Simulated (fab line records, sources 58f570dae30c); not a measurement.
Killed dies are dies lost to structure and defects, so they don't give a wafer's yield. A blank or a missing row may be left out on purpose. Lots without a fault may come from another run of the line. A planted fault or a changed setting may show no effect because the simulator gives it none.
One fault seen from 2 desks | flow berkeley_cmos170 | each desk has only its own numbers; what lay behind them comes last

THE METROLOGY DESK
What the gauges read, lot by lot, whatever tool the lot ran on: means of the sampled wafers that have a number. A lot is out of limits, marked OUT, if its mean lies more than 4 standard deviations from the usual mean; the brackets give that distance.
Columns: A = M3_BOW at UCB170_M3_BOW_MEAS_20, usual 36 um
lot  | first seen here | A
L183 | day 8 18:20     | 39
L185 | day 9 04:25     | 35
L184 | day 9 05:15     | 34
L187 | day 9 05:22     | 41
L186 | day 9 05:36     | 40
L189 | day 9 17:35     | 29
L188 | day 9 22:21     | 35
L190 | day 10 02:52    | 28
L191 | day 10 04:55    | 35
L192 | day 10 19:46    | 36
L199 | day 11 18:45    | 38
L198 | day 11 22:46    | 33
L200 | day 12 02:39    | 34
L206 | day 13 07:48    | 37
This desk's finding: nothing out of limits on any of the 14 lots.

THE TOOL OWNER'S DESK: plasma_asher-04
The tool's own readings at UCB170_BACKSIDE_STRIP_03 (strips in O2): means of the sampled wafers that have a number, for each lot that ran on this tool. A lot is out of limits, marked OUT, if its mean lies more than 4 standard deviations from the usual mean; the brackets give that distance.
Columns: A = drypump_motor_current_A at UCB170_BACKSIDE_STRIP_03, usual 5.7 A; B = oes_product_au at UCB170_BACKSIDE_STRIP_03, usual 0.735 a.u.; C = strip_time_to_endpoint_s at UCB170_BACKSIDE_STRIP_03, usual 22.00 s
lot  | first seen here | A   | B     | C
L183 | day 7 14:17     | 5.7 | 0.734 | 22.01
L191 | day 9 03:09     | 5.4 | 0.733 | 22.07
L198 | day 10 21:49    | 5.7 | 0.740 | 21.94
L200 | day 11 05:55    | 5.7 | 0.736 | 21.97
This desk's finding: nothing out of limits on any of the 4 lots.

PUT TOGETHER
The metrology desk saw nothing out of limits.
The tool owner's desk saw nothing out of limits.

WHAT THE SIMULATOR HAD PUT IN
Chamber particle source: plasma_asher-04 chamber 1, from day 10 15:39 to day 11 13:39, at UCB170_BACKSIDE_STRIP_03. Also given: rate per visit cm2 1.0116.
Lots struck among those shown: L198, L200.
